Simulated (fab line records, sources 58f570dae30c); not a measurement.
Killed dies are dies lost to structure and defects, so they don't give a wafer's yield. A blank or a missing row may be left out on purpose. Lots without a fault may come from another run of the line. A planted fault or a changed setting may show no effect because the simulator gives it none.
Which tool did it? | flow berkeley_cmos170 | 14 lots, 42 wafers sampled, at 5 steps of a route of 331

WHAT THE GAUGES READ, wafer by wafer
UCB170_NWELL_TW_MEAS_16. Usual: NWELL_TW 1236, standard deviation 8.2.
lot  | measured    | on            | NWELL_TW       | flag
L894 | day 2 16:46 | film_metro-04 | 1254 1249 1251 |
L895 | day 2 18:26 | film_metro-04 | 1249 1251 1252 |
L897 | day 3 07:46 | film_metro-03 | 1235 1244 1236 |
L898 | day 3 12:46 | film_metro-03 | 1233 1237 1242 |
L900 | day 4 01:05 | film_metro-04 | 1246 1243 1242 |
L901 | day 4 06:22 | film_metro-03 | 1233 1234 1236 |
L902 | day 4 08:49 | film_metro-03 | 1232 1241 1241 |
L905 | day 4 16:02 | film_metro-03 | 1237 1239 1241 |
L906 | day 5 03:02 | film_metro-03 | 1239 1235 1238 |
L908 | day 5 10:18 | film_metro-03 | 1349 1354 1345 | OFF
L910 | day 5 18:57 | film_metro-04 | 1236 1231 1237 |
L912 | day 6 07:49 | film_metro-01 | 1330 1329 1337 | OFF
L915 | day 6 23:38 | film_metro-03 | 1233 1237 1241 |
L916 | day 6 23:55 | film_metro-01 | 1230 1228 1226 |

UCB170_FIELD_THK_MEAS_02. Usual: FIELD_OXIDE_THK 555 nm, standard deviation 8.9.
lot  | measured    | on            | FIELD_OXIDE_THK (nm) | flag
L894 | day 4 22:22 | film_metro-03 | 546 551 554          |
L895 | day 4 22:22 | film_metro-04 | 565 566 562          |
L897 | day 5 17:45 | film_metro-03 | 555 559 555          |
L898 | day 5 17:45 | film_metro-04 | 559 548 556          |
L900 | day 6 03:11 | film_metro-03 | 562 564 574          |
L901 | day 6 14:24 | film_metro-04 | 554 538 535          |
L902 | day 6 22:41 | film_metro-03 | 547 554 540          |
L905 | day 6 22:41 | film_metro-02 | 557 558 557          |
L906 | day 7 10:23 | film_metro-02 | 544 555 554          |
L908 | day 7 16:52 | film_metro-03 | 555 563 557          |
L910 | day 8 05:35 | film_metro-04 | 549 542 546          |
L912 | day 8 19:14 | film_metro-03 | 549 552 548          |
L915 | day 9 09:37 | film_metro-03 | 547 550 542          |
L916 | day 9 09:37 | film_metro-04 | 545 552 541          |

UCB170_PLDD_TW_MEAS_11. Usual: PLDD_TW 1002, standard deviation 10.
lot  | measured     | on            | PLDD_TW        | flag
L894 | day 6 07:23  | film_metro-04 | 1000 999 1005  |
L895 | day 6 07:06  | film_metro-01 | 992 993 988    |
L897 | day 7 09:22  | film_metro-04 | 1004 1000 1003 |
L898 | day 7 09:35  | film_metro-04 | 996 1006 999   |
L900 | day 7 23:41  | film_metro-04 | 1008 1003 999  |
L901 | day 8 08:20  | film_metro-04 | 1014 1014 1009 |
L902 | day 8 18:48  | film_metro-01 | 982 981 988    |
L905 | day 8 19:18  | film_metro-04 | 1020 1011 1014 |
L906 | day 9 09:46  | film_metro-02 | 1012 1008 1012 |
L908 | day 9 16:37  | film_metro-02 | 1002 1009 1014 |
L910 | day 9 23:25  | film_metro-01 | 992 989 987    |
L912 | day 10 10:48 | film_metro-04 | 1016 1011 1011 |
L915 | day 11 01:48 | film_metro-04 | 1010 1015 1013 |
L916 | day 11 01:38 | film_metro-01 | 995 991 986    |

UCB170_NSD_CD_MEAS_06: target cd 1200 nm. Usual: cd_nm 1200.2 nm, standard deviation 1.3.
lot  | measured     | on        | cd_nm (nm)           | flag
L894 | day 6 20:28  | cd_sem-01 | 1201.2 1200.8 1201.6 |
L895 | day 6 20:14  | cd_sem-01 | 1201.5 1201.6 1199.9 |
L897 | day 7 19:46  | cd_sem-01 | 1201.0 1200.1 1200.5 |
L898 | day 7 19:54  | cd_sem-02 | 1201.6 1200.6 1201.3 |
L900 | day 8 10:02  | cd_sem-01 | 1200.1 1200.9 1200.3 |
L901 | day 8 19:22  | cd_sem-02 | 1198.2 1198.7 1198.4 |
L902 | day 9 04:42  | cd_sem-02 | 1201.3 1202.6 1200.3 |
L905 | day 9 05:25  | cd_sem-02 | 1198.2 1199.1 1198.8 |
L906 | day 9 18:29  | cd_sem-02 | 1200.6 1199.6 1200.6 |
L908 | day 10 03:14 | cd_sem-02 | 1200.3 1201.3 1201.4 |
L910 | day 10 10:35 | cd_sem-02 | 1201.3 1200.5 1200.6 |
L912 | day 10 20:52 | cd_sem-02 | 1199.3 1198.6 1199.2 |
L915 | day 11 11:20 | cd_sem-02 | 1199.8 1201.5 1201.9 |
L916 | day 11 11:34 | cd_sem-02 | 1199.4 1200.0 1199.2 |

WHICH TOOL RAN EACH LOT (tool, then ch and the chambers of the sampled wafers, then the start)
lot  | UCB170_NWELL_IMPLANT_14
L894 | implanter-02 ch 0, day 2 16:31
L895 | implanter-03 ch 0, day 2 18:11
L897 | implanter-01 ch 0, day 3 07:31
L898 | implanter-01 ch 0, day 3 12:31
L900 | implanter-01 ch 0, day 4 00:50
L901 | implanter-01 ch 0, day 4 06:07
L902 | implanter-03 ch 0, day 4 08:34
L905 | implanter-01 ch 0, day 4 15:48
L906 | implanter-02 ch 0, day 5 02:48
L908 | implanter-02 ch 0, day 5 10:04
L910 | implanter-03 ch 0, day 5 18:42
L912 | implanter-02 ch 0, day 6 07:35
L915 | implanter-03 ch 0, day 6 23:25
L916 | implanter-01 ch 0, day 6 23:42
- UCB170_NWELL_IMPLANT_14

WHAT THE TOOLS THEMSELVES READ (means of the sampled wafers that have a number; where no wafer has one, the mark that the record gives instead)
UCB170_NWELL_IMPLANT_14. Usual: dose_ions_cm2 1e+13, standard deviation 1.1e+10; faraday_current_uA 31.7, standard deviation 0.62.
lot  | tool         | dose_ions_cm2 | faraday_current_uA | flag
L894 | implanter-02 | 1e+13         | 32.2               |
L895 | implanter-03 | 1e+13         | 31.3               |
L897 | implanter-01 | 1e+13         | 31.5               |
L898 | implanter-01 | 1e+13         | 32.4               |
L900 | implanter-01 | 1e+13         | 31.9               |
L901 | implanter-01 | 1e+13         | 30.9               |
L902 | implanter-03 | 1e+13         | 31.4               |
L905 | implanter-01 | 1e+13         | 31.9               |
L906 | implanter-02 | 1e+13         | 31.8               |
L908 | implanter-02 | 1e+13         | 41.2               | OFF
L910 | implanter-03 | 1e+13         | 31.7               |
L912 | implanter-02 | 1e+13         | 41.1               | OFF
L915 | implanter-03 | 1e+13         | 31.4               |
L916 | implanter-01 | 1e+13         | 31.7               |

THE ANSWER, worked out from the rows above alone
Rule: a lot is off if the mean of its wafers that have a number lies more than 3 standard deviations from the usual mean. A lot without any number at a reading at which 4 lots or more have one is off too. The other lots that the step has rows for count as sound. The gauges are gone through in route order, then the tools' own readings, and for those a lot's mean is taken as printed above. The first step at which some lot is off is used, and at that step the reading that is off furthest; a lot without a number counts as furthest.
Off: L908, L912, at UCB170_NWELL_TW_MEAS_16 (NWELL_TW).
A tool fits if, at a process step before that reading, it ran every lot that is off, and no sound lot after the first of them. The gauges at UCB170_NWELL_TW_MEAS_16 aren't tried: what is off there is off at UCB170_NWELL_IMPLANT_14 too, on other tools, and a gauge's error can't cause that. One fits: implanter-02 at UCB170_NWELL_IMPLANT_14. Its last sound lot is L906 (day 5 02:48), its first lot that is off L908 (day 5 10:04): a fault that began between those two fits.
The tool's own readings at UCB170_NWELL_IMPLANT_14 bear it out: on the lots that are off they differ by more than 5 times the standard deviation of the sound lots' means. faraday_current_uA reads 41.2 there against 31.7 on the sound lots.

WHAT THE SIMULATOR HAD PUT IN
Process parameter drift: implanter-02, from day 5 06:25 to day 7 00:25, at UCB170_NWELL_IMPLANT_14. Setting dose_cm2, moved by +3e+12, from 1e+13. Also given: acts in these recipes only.
Lots struck among those shown: L908, L912. The rule above found the same.
